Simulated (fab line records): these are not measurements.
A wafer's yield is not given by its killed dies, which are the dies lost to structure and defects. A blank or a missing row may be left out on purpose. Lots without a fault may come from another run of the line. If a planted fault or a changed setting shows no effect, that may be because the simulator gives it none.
The same fault as seen by 2 desks	flow berkeley cmos170	only its own numbers are on each desk; what lay behind them is given at the end
Where a reading is given only as a bound, like >300, the bound stands for it, and a mean or a difference that rests on one is marked > or <: the true number lies beyond.

METROLOGY DESK
Means of the sampled wafers that have a number, per lot and without regard to the tool the lot ran on: this is what the gauges read. The brackets show how far a lot's mean lies from the usual mean; more than 4 standard deviations puts the lot out of limits, marked OUT.
Columns: A = V2_TEOS_THK at UCB170_V2_THK_MEAS_01, usual 2015 nm; B = V2_POLISHED_THK at UCB170_V2_THK_MEAS_04, usual 1000.3 nm; C = M3_AL_RS at UCB170_M3_RS_MEAS_02, usual 0.0322 ohm/sq; D = M3_AL_THK at UCB170_M3_THK_MEAS_03, usual 880 nm
lot	first seen here	A	B	C	D
L689	day 8 08:50	2001	1001.2	0.0324	875
L690	day 8 08:53	2006	1000.1	0.0318	889
L694	day 9 05:03	2018	1000.8	0.0324	880
L693	day 9 05:29	2015	999.2	0.0325	880
L692	day 9 05:42	2027	1002.2	0.0323	884
L691	day 9 06:02	2006	1000.6	0.0318	895
L697	day 9 08:15	2005	1001.0	0.0322	876
L699	day 9 17:59	1992	1000.5	-	<0 (<-73) OUT
L700	day 10 13:14	1987	1000.0	-	<0 (<-73) OUT
L702	day 11 01:04	2035	1000.3	0.0320	884
L704	day 11 03:27	2048	999.8	0.0322	872
L705	day 11 04:38	2030	1000.7	0.0327	862
L708	day 11 20:29	1983	998.3	0.0323	881
L711	day 12 15:08	2016	1001.2	0.0321	880
This desk's finding: out of limits on L699, L700; first on L699, day 9 21:53 (M3_AL_THK at UCB170_M3_THK_MEAS_03). In limits: L689, L690, L694, L693, L692, L691, L697, L702, L704, L705, L708, L711.

AT THE TOOL OWNER'S DESK: pvd sputter-01
The tool's own readings at UCB170_M3_SPUTTER_01 (material Al, target thk 900 nm, time 120 s): means of the sampled wafers that have a number, for each lot that ran on this tool. The brackets show how far a lot's mean lies from the usual mean; more than 4 standard deviations puts the lot out of limits, marked OUT.
Columns: A = cathode dc power W at UCB170_M3_SPUTTER_01, usual 6000.2 W; B = chamber pressure pa at UCB170_M3_SPUTTER_01, usual 0.4999 Pa; C = throttle valve pct at UCB170_M3_SPUTTER_01, usual 29.8 %
lot	first seen here	A	B	C
L689	day 8 14:01	6000.8	0.5002	29.1
L693	day 9 08:04	6000.3	0.5012	29.9
L702	day 11 04:35	6000.5	0.4988	29.9
L704	day 11 07:04	6000.4	0.4991	30.1
L705	day 11 22:55	6001.6	0.5004	30.2
This desk's finding: nothing out of limits on any of the 5 lots.

PUT TOGETHER
At day 9 21:53 the metrology desk could have sounded an alarm, on L699, L700.
The tool owner's desk saw nothing out of limits.
The tool owner's desk has no number on record for L699, L700.
Every lot named ran UCB170_M3_SPUTTER_01 on pvd sputter-01.

WHAT THE SIMULATOR HAD PUT IN
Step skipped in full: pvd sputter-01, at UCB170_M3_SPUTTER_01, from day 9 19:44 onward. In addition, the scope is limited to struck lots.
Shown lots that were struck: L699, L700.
Hours from the fault's start to each desk's first reading out of limits: the metrology desk, 2.
